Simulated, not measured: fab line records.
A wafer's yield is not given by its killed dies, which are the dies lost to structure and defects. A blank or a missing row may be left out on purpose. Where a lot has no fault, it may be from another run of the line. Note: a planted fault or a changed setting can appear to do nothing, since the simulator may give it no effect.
fab line records | flow rit-cmos
record lots=6 | wafers=18 | last-day=6
route steps=202 shown M1@184
lots that met no fault: from a run of the same line without faults
start-h: hours from the record's opening day to when the first of the lot's shown wafers began | wait-h: how many hours have passed since the lot's step before this one | " identical to the entry in the row above | L1.1+2: several wafers, shown together as one row | - no value, or no start given | * or withheld: withheld | < > ~ a bound
route shown NAME@n: NAME is a module with steps in the file, n the number in the route of the first one | usual: average and standard deviation across the fault-free wafers | same: alike in all rows | chamber/n: place in a boat | sites: readings site by site | _std_site: standard deviation of those values | _edge_site: the outer-site mean with the inner-site mean subtracted | radius-mm: how far each site lies from the wafer's centre | mask NAME#n: copy n | behind: tool/chamber where the wafer was last shaped | hold: why the lot went on hold/how many hours it stayed there/how the hold came to an end | device: transistor that didn't switch, given as n, p or np | end of line: the tests these same wafers got at the end of their route | a step without rows: its recipe alone | killed: dies lost to structure and defects at the first sort, not the wafer's yield | map: per-die view of a wafer (x killed, . not killed, _ where there is no die)
set.NAME: the setting as run; set.NAME@STEP: as run at that earlier step | model.NAME: the simulator's own value behind a step, which no gauge read
lots seen at some steps along the route; tables by step, rows by wafer
services: from which hour (start-h, from the record's first day; less than 0 if before it) a tool's chamber was out of use, for how many hours, and why
## steps
# step RIT_M1_SPUTTER_00
# recipe material=Al | target-thk-nm=400 | power-w=2000 | chamber-pressure-pa=0.4 | gas=Ar | time-s=522.4 | substrate-temp-c=25
# usual chamber-pressure-pa=0.4001/0.00078 | substrate-temp-c=25.00/0.1 | throttle-valve-pct=29.8/1.5
lot.wafer | tool           | chamber | start-h | wait-h | chamber-pressure-pa | substrate-temp-c | throttle-valve-pct
L128.1    | pvd-sputter-04 | -       | 72.54   | 0.0    | 0.3998              | 24.97            | 28.5
L128.2    | "              | -       | "       | "      | 0.4005              | 25.06            | 31.4
L128.6    | "              | -       | "       | "      | 0.4005              | 25.15            | 29.9
L130.1    | pvd-sputter-04 | -       | 86.60   | 0.0    | 0.4001              | 25.15            | 31.0
L130.3    | "              | -       | "       | "      | 0.4000              | 25.04            | 28.6
L130.5    | "              | -       | "       | "      | 0.3998              | 24.94            | 28.6
L135.1    | pvd-sputter-03 | -       | 111.06  | 0.0    | 0.3987              | 25.11            | 32.0
L135.3    | "              | -       | "       | "      | 0.4014              | 25.09            | 29.2
L135.6    | "              | -       | "       | "      | 0.4017              | 24.87            | 29.5
L136.1    | pvd-sputter-04 | -       | 115.12  | 0.0    | 0.3994              | 24.95            | 29.5
L136.2    | "              | -       | "       | "      | 0.3999              | 25.21            | 30.0
L136.6    | "              | -       | "       | "      | 0.4006              | 24.91            | 29.6
L140.2    | pvd-sputter-02 | -       | 128.56  | 0.0    | 0.3994              | 24.94            | 31.9
L140.3    | "              | -       | "       | "      | 0.4005              | 25.06            | 29.5
L140.5    | "              | -       | "       | "      | 0.4013              | 25.00            | 32.4
L144.3    | pvd-sputter-04 | -       | 147.43  | 0.0    | 0.4006              | 24.86            | 29.9
L144.4    | "              | -       | "       | "      | 0.4008              | 24.99            | 31.4
L144.5    | "              | -       | "       | "      | 0.4013              | 25.05            | 31.5
# step RIT_M1_RS_MEAS_01
# recipe thk-meas-gauge=four-point-probe | reads=Al_of_M1_SPUTTER_00
# usual M1_AL_RS=0.0702/0.00055
lot.wafer | tool          | chamber | start-h | wait-h | M1_AL_RS[ohm/sq]
L128.1    | film-metro-01 | -       | 72.83   | 0.1    | 0.0696
L128.2    | "             | -       | "       | "      | 0.0704
L128.6    | "             | -       | "       | "      | 0.0705
L130.1    | film-metro-03 | -       | 86.90   | 0.1    | 0.0702
L130.3    | "             | -       | "       | "      | 0.0695
L130.5    | "             | -       | "       | "      | 0.0696
L135.1    | film-metro-01 | -       | 111.35  | 0.1    | 0.0705
L135.3    | "             | -       | "       | "      | 0.0710
L135.6    | "             | -       | "       | "      | 0.0706
L136.1    | film-metro-01 | -       | 115.41  | 0.1    | 0.0699
L136.2    | "             | -       | "       | "      | 0.0698
L136.6    | "             | -       | "       | "      | 0.0701
L140.2    | film-metro-03 | -       | 128.87  | 0.2    | 0.0709
L140.3    | "             | -       | "       | "      | 0.0694
L140.5    | "             | -       | "       | "      | 0.0703
L144.3    | film-metro-01 | -       | 147.77  | 0.2    | 0.0703
L144.4    | "             | -       | "       | "      | 0.0702
L144.5    | "             | -       | "       | "      | 0.0702
# step RIT_M1_THK_MEAS_02
# recipe thk-meas-gauge=xrf | reads=Al_of_M1_SPUTTER_00
# usual M1_AL_THK=420/3.7
lot.wafer | tool          | chamber | start-h | wait-h | M1_AL_THK[nm]
L128.1    | film-metro-01 | -       | 72.95   | 0.1    | 424
L128.2    | "             | -       | "       | "      | 420
L128.6    | "             | -       | "       | "      | 419
L130.1    | film-metro-03 | -       | 87.02   | 0.1    | 420
L130.3    | "             | -       | "       | "      | 424
L130.5    | "             | -       | "       | "      | 422
L135.1    | film-metro-01 | -       | 111.47  | 0.1    | 419
L135.3    | "             | -       | "       | "      | 418
L135.6    | "             | -       | "       | "      | 421
L136.1    | film-metro-01 | -       | 115.53  | 0.1    | 423
L136.2    | "             | -       | "       | "      | 422
L136.6    | "             | -       | "       | "      | 421
L140.2    | film-metro-03 | -       | 128.98  | 0.1    | 416
L140.3    | "             | -       | "       | "      | 424
L140.5    | "             | -       | "       | "      | 418
L144.3    | film-metro-01 | -       | 147.87  | 0.1    | 423
L144.4    | "             | -       | "       | "      | 422
L144.5    | "             | -       | "       | "      | 423
# step RIT_M1_HMDS_03
# recipe prime-time-s=60 | prime-temp-c=140
# step RIT_M1_COAT_04
# recipe resist=NOVOLAK | spin-rpm=2000 | resist-thk-nm=1300
# step RIT_M1_SOFTBAKE_05
# recipe resist=NOVOLAK | temp-c=90 | time-s=60
# step RIT_M1_EXPOSE_06
# recipe mask-id=M12 | na=0.6 | source-shape=conventional | sigma-outer=0.5 | target-cd-nm=2600 | dose-mj=253
# step RIT_M1_PEB_07
# recipe resist=NOVOLAK | temp-c=withheld | time-s=withheld
# step RIT_M1_DEVELOP_08
# recipe resist=NOVOLAK | develop-time-s=68 | dev-temp-c=23
# step RIT_M1_CD_MEAS_09
# recipe target-cd-nm=2600
# usual cd-nm=2599.3/2.1
lot.wafer | tool      | chamber | start-h | wait-h | cd-nm
L128.1    | cd-sem-02 | -       | 74.02   | -      | 2602.0
L128.2    | "         | -       | "       | "      | 2600.5
L128.6    | "         | -       | "       | "      | 2600.6
L130.1    | cd-sem-02 | -       | 87.96   | -      | 2597.0
L130.3    | "         | -       | "       | "      | 2597.0
L130.5    | "         | -       | "       | "      | 2597.9
L135.1    | cd-sem-02 | -       | 112.59  | -      | 2602.5
L135.3    | "         | -       | "       | "      | 2601.0
L135.6    | "         | -       | "       | "      | 2599.6
L136.1    | cd-sem-01 | -       | 116.60  | -      | 2601.6
L136.2    | "         | -       | "       | "      | 2598.5
L136.6    | "         | -       | "       | "      | 2599.3
L140.2    | cd-sem-01 | -       | 129.93  | -      | 2600.9
L140.3    | "         | -       | "       | "      | 2600.0
L140.5    | "         | -       | "       | "      | 2597.8
L144.3    | cd-sem-02 | -       | 148.83  | -      | 2602.8
L144.4    | "         | -       | "       | "      | 2604.1
L144.5    | "         | -       | "       | "      | 2600.1
# step RIT_M1_OVL_MEAS_10
# usual M1_OVL=-0.6/1.3
lot.wafer | tool       | chamber | start-h | wait-h | M1_OVL[nm]
L128.1    | overlay-01 | -       | 74.14   | 0.1    | 1.4
L128.2    | "          | -       | "       | "      | -0.6
L128.6    | "          | -       | "       | "      | -0.2
L130.1    | overlay-01 | -       | 88.08   | 0.1    | -0.4
L130.3    | "          | -       | "       | "      | 0.2
L130.5    | "          | -       | "       | "      | -0.3
L135.1    | overlay-01 | -       | 112.71  | 0.1    | -1.5
L135.3    | "          | -       | "       | "      | 0.1
L135.6    | "          | -       | "       | "      | -3.1
L136.1    | overlay-01 | -       | 116.72  | 0.1    | 0.1
L136.2    | "          | -       | "       | "      | -0.6
L136.6    | "          | -       | "       | "      | -1.0
L140.2    | overlay-02 | -       | 130.04  | 0.1    | -1.9
L140.3    | "          | -       | "       | "      | 0.0
L140.5    | "          | -       | "       | "      | -0.1
L144.3    | overlay-01 | -       | 148.92  | 0.1    | 1.4
L144.4    | "          | -       | "       | "      | 0.7
L144.5    | "          | -       | "       | "      | 1.2
# step RIT_M1_HARDBAKE_11
# recipe resist=NOVOLAK | temp-c=140 | time-s=120
# step RIT_M1_METAL_ETCH_12
# recipe stop-on=SiO2 | chemistry=Cl2/BCl3 | target=Al | time-s=165 | over-etch-frac=0.5 | pressure-mtorr=100 | target-depth-a=6000 | rf-w=250 | Cl2_flow_sccm=60 | bcl3-flow-sccm=50
# usual chamber-pressure-mTorr=99.99/0.085 | drypump-motor-current-A=5.3/0.34 | oes-product-au=0.796/0.011 | throttle-valve-pct=8.28/0.1
lot.wafer | tool         | chamber | start-h | wait-h | chamber-pressure-mTorr | drypump-motor-current-A | oes-product-au | rf-hours-counter-h | throttle-valve-pct | model.NOVOLAK_of_M1_COAT_04.thk-nm | model.SiO2_of_CONTACT_CVD_00.thk-nm | model.M1.feature-depth-nm
L128.1    | rie-metal-01 | 1       | 74.42   | 0.2    | 100.11                 | 5.3                     | 0.799          | 4                  | 8.37               | 802.2                              | 356.1                               | 453.5
L128.2    | "            | 0       | "       | "      | 100.06                 | 5.8                     | 0.771          | 4                  | 8.20               | 806.5                              | 353.4                               | 448.2
L128.6    | "            | 1       | "       | "      | 99.97                  | 5.3                     | 0.788          | -                  | 8.38               | 806.7                              | 364.1                               | 448.6
L130.1    | rie-metal-03 | 0       | 88.36   | 0.2    | 99.91                  | 5.6                     | 0.806          | 1                  | 8.37               | 797.1                              | 355.6                               | 451
L130.3    | "            | 1       | "       | "      | 100.04                 | 4.9                     | 0.805          | -                  | 8.22               | 804.9                              | 358                                 | 454.7
L130.5    | "            | 0       | "       | "      | 100.04                 | 5.6                     | 0.814          | -                  | 8.37               | 802.7                              | 365                                 | 454.5
L135.1    | rie-metal-02 | 1       | 112.99  | 0.2    | 99.97                  | 5.0                     | 0.783          | 36                 | 8.11               | 802.1                              | 361.8                               | 448.6
L135.3    | "            | 1       | "       | "      | 99.91                  | 5.0                     | 0.787          | -                  | 8.10               | 804                                | 365.4                               | 446.4
L135.6    | "            | 1       | "       | "      | 100.03                 | 5.0                     | 0.779          | -                  | 8.10               | 801.4                              | 368.5                               | 448.5
L136.1    | rie-metal-03 | 0       | 117.03  | 0.2    | 99.95                  | 5.6                     | 0.809          | 1                  | 8.37               | 680                                | 347.4                               | 465.4
L136.2    | "            | 1       | "       | "      | 99.91                  | 4.9                     | 0.809          | 1                  | 8.23               | 802.8                              | 352.1                               | 452.3
L136.6    | "            | 0       | "       | "      | 99.86                  | 5.6                     | 0.808          | -                  | 8.36               | 673.8                              | 354.4                               | 463.7
L140.2    | rie-metal-03 | 0       | 130.32  | 0.2    | 100.04                 | 5.6                     | 0.801          | 1                  | 8.37               | 674.1                              | 342.8                               | 460.2
L140.3    | "            | 1       | "       | "      | 99.97                  | 4.9                     | 0.800          | -                  | 8.22               | 803.2                              | 357.3                               | 455
L140.5    | "            | 0       | "       | "      | 99.98                  | 5.6                     | 0.802          | -                  | 8.37               | 680                                | 350.5                               | 461.9
L144.3    | rie-metal-01 | 0       | 149.25  | 0.2    | 100.05                 | 5.8                     | 0.774          | -                  | 8.20               | 803.7                              | 358.7                               | 450.2
L144.4    | "            | 1       | "       | "      | 99.91                  | 5.3                     | 0.799          | -                  | 8.38               | 805.5                              | 364.5                               | 450.4
L144.5    | "            | 1       | "       | "      | 99.95                  | 5.3                     | 0.804          | -                  | 8.37               | 799.6                              | 363.1                               | 450.6
# step RIT_M1_STRIP_13
# recipe chemistry=nmp | resist=NOVOLAK | temp-c=80 | time-s=600 | dry=n2-spin
# step RIT_M1_STRIP_14
# recipe chemistry=O2 | time-s=180 | platen-temp-c=withheld | power-w=500 | pressure-mtorr=4000 | o2-flow-sccm=4000
# usual chamber-pressure-mTorr=4000/3.4 | drypump-motor-current-A=6.1/0.36
lot.wafer | tool            | chamber | start-h | wait-h | chamber-pressure-mTorr | drypump-motor-current-A | rf-hours-counter-h
L128.1    | plasma-asher-04 | 1       | 74.76   | 0.0    | 3997                   | 6.3                     | 24
L128.2    | "               | 0       | "       | "      | 4003                   | 6.7                     | 24
L128.6    | "               | 1       | "       | "      | 3997                   | 6.3                     | -
L130.1    | plasma-asher-04 | 0       | 88.70   | 0.0    | 3999                   | 6.6                     | 26
L130.3    | "               | 0       | "       | "      | 3998                   | 6.6                     | -
L130.5    | "               | 0       | "       | "      | 3998                   | 6.6                     | -
L135.1    | plasma-asher-04 | 0       | 113.38  | 0.1    | 4005                   | 6.6                     | 29
L135.3    | "               | 0       | "       | "      | 3998                   | 6.7                     | -
L135.6    | "               | 0       | "       | "      | 3997                   | 6.6                     | -
L136.1    | plasma-asher-04 | 1       | 117.37  | 0.0    | 4001                   | 6.3                     | 30
L136.2    | "               | 0       | "       | "      | 3994                   | 6.7                     | 30
L136.6    | "               | 0       | "       | "      | 3995                   | 6.7                     | -
L140.2    | plasma-asher-03 | 1       | 130.67  | 0.0    | 4006                   | 5.8                     | 48
L140.3    | "               | 0       | "       | "      | 4002                   | 5.8                     | -
L140.5    | "               | 1       | "       | "      | 3999                   | 5.8                     | -
L144.3    | plasma-asher-01 | 0       | 149.61  | 0.1    | 3997                   | 5.7                     | -
L144.4    | "               | 1       | "       | "      | 4002                   | 6.4                     | -
L144.5    | "               | 0       | "       | "      | 4005                   | 5.7                     | -
# step RIT_M1_CD_MEAS_90
# recipe target-cd-nm=2600
# usual cd-nm=2598.6/2.6
lot.wafer | tool      | chamber | start-h | wait-h | cd-nm
L128.1    | cd-sem-02 | -       | 74.94   | 0.1    | 2601.6
L128.2    | "         | -       | "       | "      | 2599.0
L128.6    | "         | -       | "       | "      | 2598.1
L130.1    | cd-sem-02 | -       | 88.88   | 0.1    | 2595.3
L130.3    | "         | -       | "       | "      | 2594.4
L130.5    | "         | -       | "       | "      | 2596.1
L135.1    | cd-sem-02 | -       | 113.56  | 0.1    | 2602.5
L135.3    | "         | -       | "       | "      | 2601.4
L135.6    | "         | -       | "       | "      | 2599.4
L136.1    | cd-sem-01 | -       | 117.55  | 0.1    | 2591.1
L136.2    | "         | -       | "       | "      | 2597.5
L136.6    | "         | -       | "       | "      | 2588.4
L140.2    | cd-sem-01 | -       | 130.86  | 0.1    | 2590.7
L140.3    | "         | -       | "       | "      | 2597.8
L140.5    | "         | -       | "       | "      | 2587.9
L144.3    | cd-sem-01 | -       | 149.76  | 0.1    | 2602.6
L144.4    | "         | -       | "       | "      | 2604.5
L144.5    | "         | -       | "       | "      | 2600.9
# step RIT_M1_ANNEAL_15
# recipe temp-c=451.7 | time-s=1800 | ambient=forming_gas_H2N2
# step RIT_M1_PROBE_99
# usual defect-limited-yield=97.1/1.1 | killed_at_M0_to_M3=0.0/0.12 | killed-at-front-end=7.5/2.8 | killed-dies=7.6/2.9 | killed-on-rim=2.1/1.4 | killed-open=3.7/2 | killed-short=3.8/2 | sort_bin_3_pad_short=0.1/0.25 | sort_bin_5_function=1.6/0.85 | sort_bin_6_memory=1.1/0.62 | sort-n-pass=256.4/2.9 | sort-yield-pct=97.1/1.1
# same gross-dies=264 | killed_at_M4_up=0 | killed-at-back-side=0 | killed-at-contacts=0 | killed-at-other=0
lot.wafer | tool      | chamber | start-h | wait-h | defect-limited-yield[%] | killed_at_M0_to_M3 | killed-at-front-end | killed-dies | killed-on-rim | killed-open | killed-short | sort_bin_3_pad_short[%] | sort_bin_5_function[%] | sort_bin_6_memory[%] | sort-n-pass | sort-yield-pct[%] | model.etest.antenna-m1.vt-shift-v
L128.1    | prober-01 | -       | 77.90   | 0.1    | 97.7                    | 0                  | 6                   | 6           | 0             | 3           | 3            | 0.4                     | 1.1                    | 0.8                  | 258.0       | 97.7              | -0.01204
L128.2    | prober-01 | -       | 77.95   | 0.1    | 98.1                    | 0                  | 5                   | 5           | 1             | 3           | 2            | 0                       | 0.8                    | 1.1                  | 259.0       | 98.1              | -0.01429
L128.6    | prober-01 | -       | 78.15   | 0.2    | 98.5                    | 0                  | 4                   | 4           | 1             | 3           | 1            | 0                       | 0                      | 1.5                  | 260.0       | 98.5              | -0.01142
L130.1    | prober-01 | -       | 90.62   | 0.1    | 97.0                    | 1                  | 7                   | 8           | 2             | 4           | 4            | 0                       | 1.5                    | 1.5                  | 256.0       | 97.0              | -0.01394
L130.3    | prober-01 | -       | 90.72   | 0.2    | 98.1                    | 0                  | 5                   | 5           | 3             | 3           | 2            | 0                       | 1.1                    | 0.8                  | 259.0       | 98.1              | -0.00975
L130.5    | prober-01 | -       | 90.82   | 0.2    | 96.2                    | 0                  | 10                  | 10          | 2             | 9           | 1            | 0.4                     | 0.4                    | 3.0                  | 254.0       | 96.2              | -0.01176
L135.1    | prober-02 | -       | 115.30  | 0.1    | 95.8                    | 0                  | 11                  | 11          | 2             | 6           | 5            | 0.8                     | 3.0                    | 0.4                  | 253.0       | 95.8              | -0.008306
L135.3    | prober-02 | -       | 115.40  | 0.2    | 96.2                    | 0                  | 10                  | 10          | 3             | 5           | 5            | 0.4                     | 2.3                    | 1.1                  | 254.0       | 96.2              | -0.01407
L135.6    | prober-02 | -       | 115.55  | 0.2    | 95.1                    | 0                  | 13                  | 13          | 3             | 5           | 8            | 0.4                     | 3.8                    | 0.8                  | 251.0       | 95.1              | -0.01508
L136.1    | prober-01 | -       | 119.29  | 0.1    | 97.7                    | 0                  | 6                   | 6           | 4             | 2           | 4            | 0                       | 1.5                    | 0.8                  | 258.0       | 97.7              | -0.02424
L136.2    | prober-01 | -       | 119.34  | 0.1    | 98.1                    | 0                  | 5                   | 5           | 1             | 2           | 3            | 0.4                     | 0.8                    | 0.8                  | 259.0       | 98.1              | -0.009518
L136.6    | prober-01 | -       | 119.54  | 0.2    | 97.3                    | 0                  | 7                   | 7           | 2             | 4           | 3            | 0                       | 0.8                    | 1.9                  | 257.0       | 97.3              | -0.02686
L140.2    | prober-01 | -       | 132.63  | 0.1    | 98.9                    | 0                  | 3                   | 3           | 2             | 1           | 2            | 0.4                     | 0.4                    | 0.4                  | 261.0       | 98.9              | -0.02281
L140.3    | prober-01 | -       | 132.68  | 0.2    | 97.3                    | 0                  | 7                   | 7           | 0             | 4           | 3            | 0.4                     | 1.1                    | 1.1                  | 257.0       | 97.3              | -0.01349
L140.5    | prober-01 | -       | 132.78  | 0.2    | 97.0                    | 0                  | 8                   | 8           | 3             | 4           | 4            | 0                       | 1.5                    | 1.5                  | 256.0       | 97.0              | -0.02264
L144.3    | prober-02 | -       | 151.56  | 0.2    | 95.5                    | 0                  | 12                  | 12          | 4             | 7           | 5            | 0                       | 3.0                    | 1.5                  | 252.0       | 95.5              | -0.009536
L144.4    | prober-02 | -       | 151.61  | 0.2    | 96.6                    | 0                  | 9                   | 9           | 0             | 5           | 4            | 0.4                     | 1.5                    | 1.5                  | 255.0       | 96.6              | -0.01673
L144.5    | prober-02 | -       | 151.66  | 0.2    | 96.2                    | 0                  | 10                  | 10          | 1             | 4           | 6            | 0.4                     | 1.9                    | 1.5                  | 254.0       | 96.2              | -0.0134
# killed by level:class
L128.1 FOX2:geometric-particle:open=1 GATE:geometric-particle:open=1 GATE:geometric-particle:short=1 REOX:geometric-particle:short=1 SPACER:geometric-particle:open=1 SILICIDE:geometric-particle:short=1
L128.2 FOX1:geometric-particle:open=1 GATE:geometric-particle:open=1 SPACER:geometric-particle:short=1 SPACER:geometric-particle:open=1 SILICIDE:geometric-particle:short=1
L128.6 GATE:geometric-particle:open=2 SILICIDE:geometric-particle:short=1 SILICIDE:geometric-particle:open=1
L130.1 GATE:geometric-particle:short=2 ACTIVE:geometric-particle:open=1 FOX1:geometric-particle:open=1 FOX2:geometric-particle:open=1 GATE:geometric-particle:open=1 SILICIDE:geometric-particle:short=1 M1:geometric-particle:short=1
L130.3 GATE:geometric-particle:short=2 FOX1:geometric-particle:open=1 GATE:geometric-particle:open=1 SILICIDE:geometric-particle:open=1
L130.5 SILICIDE:geometric-particle:open=5 FOX1:geometric-particle:open=2 FOX1:geometric-particle:short=1 GATE:geometric-particle:open=1 REOX:geometric-particle:open=1
L135.1 REOX:geometric-particle:open=4 GATE:geometric-particle:short=2 ACTIVE:geometric-particle:short=1 GATE:geometric-particle:open=1 REOX:geometric-particle:short=1 SPACER:geometric-particle:open=1 SILICIDE:geometric-particle:short=1
L135.3 REOX:geometric-particle:short=2 SILICIDE:geometric-particle:open=2 FOX1:geometric-particle:open=1 FOX2:geometric-particle:short=1 REOX:geometric-particle:open=1 SPACER:geometric-particle:open=1 SPACER:geometric-particle:short=1 SILICIDE:geometric-particle:short=1
L135.6 GATE:geometric-particle:short=4 REOX:geometric-particle:open=2 SILICIDE:geometric-particle:open=2 SILICIDE:geometric-particle:short=2 FOX2:geometric-particle:short=1 REOX:geometric-particle:short=1 SPACER:geometric-particle:open=1
L136.1 GATE:geometric-particle:open=2 REOX:geometric-particle:short=2 GATE:geometric-particle:short=1 SPACER:geometric-particle:short=1
L136.2 GATE:geometric-particle:open=1 REOX:geometric-particle:short=1 SPACER:geometric-particle:short=1 SILICIDE:geometric-particle:short=1 SILICIDE:geometric-particle:open=1
L136.6 FOX1:geometric-particle:short=1 FOX2:geometric-particle:open=1 SPACER:geometric-particle:open=1 REOX:geometric-particle:open=1 SPACER:geometric-particle:short=1 SILICIDE:geometric-particle:short=1 SILICIDE:geometric-particle:open=1
L140.2 FOX2:geometric-particle:short=1 GATE:geometric-particle:short=1 SPACER:geometric-particle:open=1
L140.3 GATE:geometric-particle:open=2 GATE:geometric-particle:short=2 REOX:geometric-particle:open=2 REOX:geometric-particle:short=1
L140.5 GATE:geometric-particle:open=3 FOX2:geometric-particle:short=1 GATE:geometric-particle:short=1 REOX:geometric-particle:short=1 SPACER:geometric-particle:short=1 SPACER:geometric-particle:open=1
L144.3 FOX1:geometric-particle:open=2 GATE:geometric-particle:open=2 SPACER:geometric-particle:open=2 SILICIDE:geometric-particle:short=2 FOX2:geometric-particle:short=1 GATE:geometric-particle:short=1 REOX:geometric-particle:open=1 SPACER:geometric-particle:short=1
L144.4 GATE:geometric-particle:open=2 GATE:geometric-particle:short=2 REOX:geometric-particle:open=2 FOX2:geometric-particle:short=1 REOX:geometric-particle:short=1 SILICIDE:geometric-particle:open=1
L144.5 GATE:geometric-particle:open=3 FOX2:geometric-particle:short=2 SPACER:geometric-particle:short=2 FOX1:geometric-particle:open=1 FOX1:geometric-particle:short=1 SILICIDE:geometric-particle:short=1
## services
tool            | chamber | start-h | hours | kind
pvd-sputter-02  | -       | 64.63   | 1.8   | repair
rie-metal-03    | 0       | 66.60   | 8.8   | repair
plasma-asher-01 | -       | 108.75  | 9.0   | pm
plasma-asher-01 | 0       | 108.75  | 9.0   | vent-cycle
plasma-asher-01 | 1       | 108.75  | 9.0   | vent-cycle
plasma-asher-03 | -       | 110.39  | 7.6   | repair
pvd-sputter-04  | -       | 116.49  | 2.0   | repair
plasma-asher-01 | 0       | 117.75  | -     | clean
plasma-asher-01 | 1       | 117.75  | -     | clean
rie-metal-03    | -       | 123.14  | 2.8   | pm
rie-metal-02    | -       | 132.89  | 7.4   | repair
rie-metal-02    | -       | 140.27  | 20.0  | pm
rie-metal-02    | 0       | 140.27  | 20.0  | vent-cycle
rie-metal-02    | 1       | 140.27  | 20.0  | vent-cycle
rie-metal-01    | -       | 140.84  | 2.8   | pm
rie-metal-03    | -       | 142.83  | 0.2   | repair
## key
first-sign step=RIT_M1_CD_MEAS_90 | reading=cd-nm | direction=down | sigmas=3.5 | usual=2598.6 | struck=2589.5
effect none on later readings
model-effect step=RIT_M1_METAL_ETCH_12 | value=NOVOLAK_of_M1_COAT_04.thk-nm | without=795.7 | struck=677
model-effect step=RIT_M1_PROBE_99 | value=etest.antenna-m1.vt-shift-v | without=-0.01228 | struck=-0.02414
met-at RIT_M1_METAL_ETCH_12
struck-wafers L136.1,L136.6,L140.2,L140.5
onset-between 88.36 117.03
fault kind=process-parameter-drift | tool=rie-metal-03 | chamber=0 | onset-h=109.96 | steps=RIT_M1_METAL_ETCH_12 | channel=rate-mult | offset=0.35 | shape=step | end-h=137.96
